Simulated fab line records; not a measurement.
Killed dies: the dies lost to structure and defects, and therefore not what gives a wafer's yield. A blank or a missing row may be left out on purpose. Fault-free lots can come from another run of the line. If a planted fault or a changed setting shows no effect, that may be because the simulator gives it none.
2 desks, one fault | flow rit_cmos | numbers are kept per desk, each desk with only its own; the story behind them comes last

## THE TOOL OWNER'S DESK: litho_track-03
The tool's own readings at RIT_NSD_HARDBAKE_07 (time 60 s): means of the sampled wafers that have a number, for each lot that ran on this tool. A lot is out of limits, marked OUT, if its mean lies more than 4 standard deviations from the usual mean; the brackets give that distance.
Columns: A = heater_power_total_W at RIT_NSD_HARDBAKE_07, usual 62.54 W; B = plate_temp_C at RIT_NSD_HARDBAKE_07, usual 140.00 C
lot  | first seen here | A               | B
L480 | day 4 07:04     | 62.54           | 140.10
L487 | day 5 16:37     | 59.99 (-51) OUT | 135.70 (-29) OUT
L489 | day 6 02:25     | 60.01 (-51) OUT | 135.66 (-29) OUT
L490 | day 6 10:05     | 59.98 (-51) OUT | 135.34 (-31) OUT
This desk finds L487, L489, L490 out of limits, L487 being first, at day 5 16:37 (heater_power_total_W at RIT_NSD_HARDBAKE_07). Within limits: L480.

## FROM THE METROLOGY DESK
What the gauges read for every lot (on any tool): the sampled wafers with a number, averaged. A lot is out of limits, marked OUT, if its mean lies more than 4 standard deviations from the usual mean; the brackets give that distance.
Columns: A = SPACER_NITRIDE_THK at RIT_SPACER_THK_MEAS_04, usual 250 nm; B = NSD_OVL at RIT_NSD_OVL_MEAS_06, usual 0.3 nm
lot  | first seen here | A   | B
L480 | day 4 05:51     | 250 | -0.0
L483 | day 4 18:52     | 256 | -1.3
L487 | day 5 15:21     | 253 | 0.3
L489 | day 6 01:11     | 250 | 1.4
L490 | day 6 08:59     | 255 | -1.0
L496 | day 7 09:52     | 248 | -1.1
L498 | day 7 22:28     | 249 | -0.5
Result from this desk: across the 7 lots, nothing is out of limits.

## ALL TOGETHER
At day 5 16:37, on L487, L489, L490, the tool owner's desk was in a position to raise an alarm.
Metrology desk: nothing out of limits seen.
The metrology desk holds a record of L487, L489, L490, inside its limits.
On litho_track-03, each named lot ran RIT_NSD_HARDBAKE_07.

## WHAT WAS PUT IN BY THE SIMULATOR
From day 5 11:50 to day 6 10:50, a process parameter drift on litho_track-03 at RIT_NSD_HARDBAKE_07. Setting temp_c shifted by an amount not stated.
Struck lots among those shown: L487, L489, L490.
How many hours passed from the start of the fault until each desk's first out-of-limits reading: the tool owner's desk, 5.
